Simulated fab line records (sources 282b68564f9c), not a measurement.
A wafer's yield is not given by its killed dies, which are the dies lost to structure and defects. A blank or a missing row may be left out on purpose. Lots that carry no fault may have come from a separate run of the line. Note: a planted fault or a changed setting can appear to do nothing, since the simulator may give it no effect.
Which tool is to blame? / flow rit cmos / 7 lots, 21 wafers sampled, at 2 steps of a route of 202

## WHAT EACH GAUGE READ, for each wafer
RIT_ACTIVE_THK_MEAS_02.
lot=L356; measured=day 1 17:17; on=film metro-01; ACTIVE_OXIDE_THK (nm)=48.3 48.7 48.4
lot=L360; measured=day 2 13:13; on=film metro-01; ACTIVE_OXIDE_THK (nm)=46.8 47.6 47.1
lot=L362; measured=day 2 23:03; on=film metro-01; ACTIVE_OXIDE_THK (nm)=47.1 47.2 47.3
lot=L365; measured=day 3 14:14; on=film metro-01; ACTIVE_OXIDE_THK (nm)=46.3 46.4 46.3
lot=L369; measured=day 4 10:04; on=film metro-03; ACTIVE_OXIDE_THK (nm)=55.0 55.2 55.9
lot=L376; measured=day 5 21:25; on=film metro-01; ACTIVE_OXIDE_THK (nm)=53.0 53.2 53.6
lot=L378; measured=day 6 07:50; on=film metro-01; ACTIVE_OXIDE_THK (nm)=46.7 46.5 46.3

## TOOL THAT RAN EACH LOT (tool first, then ch and the chambers of the sampled wafers, then the start)
lot=L356; RIT_ACTIVE_OXIDATION_01=furnace-03 ch 0, day 1 15:21
lot=L360; RIT_ACTIVE_OXIDATION_01=furnace-04 ch 0, day 2 11:17
lot=L362; RIT_ACTIVE_OXIDATION_01=furnace-04 ch 0, day 2 21:07
lot=L365; RIT_ACTIVE_OXIDATION_01=furnace-03 ch 0, day 3 12:19
lot=L369; RIT_ACTIVE_OXIDATION_01=furnace-03 ch 0, day 4 08:07
lot=L376; RIT_ACTIVE_OXIDATION_01=furnace-03 ch 0, day 5 19:29
lot=L378; RIT_ACTIVE_OXIDATION_01=furnace-01 ch 0, day 6 05:53
- RIT_ACTIVE_OXIDATION_01: target thk 46.8 nm, ox time 3360 s.

## THE ANSWER, worked out from the rows above alone
Rule: what is usual is taken from the lots themselves. Put in order of their means at a reading, lots are off if they are a third of the lots or fewer, leave a main group of 4 or more, and stand apart from it by a gap of 3 or more times the standard deviation of the main group's means; of several such gaps the widest counts. Not used: any main group whose means are identical at the precision the tables above print for the reading. Also off: a lot with no number at a reading for which 4 or more lots have one. The other lots that the step has rows for count as sound.
Off: L369, L376, seen at RIT_ACTIVE_THK_MEAS_02 (ACTIVE_OXIDE_THK). For the main group the mean is 47.1 nm and the standard deviation 0.75.
If a tool, at a process step before that reading, ran all the lots that are off and no sound lot after the first of them, it fits. The gauges at RIT_ACTIVE_THK_MEAS_02 are tried like those tools. One fits: furnace-03 at RIT_ACTIVE_OXIDATION_01. A fault onset in the window from L365 (day 3 12:19, its last sound lot) to L369 (day 4 08:07, its first lot off) fits.

## WHAT THE SIMULATOR PUT IN
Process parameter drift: furnace-03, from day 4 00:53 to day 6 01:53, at RIT_ACTIVE_OXIDATION_01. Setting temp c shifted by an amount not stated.
Shown lots that were struck: L369, L376. The rule given above showed the same thing.
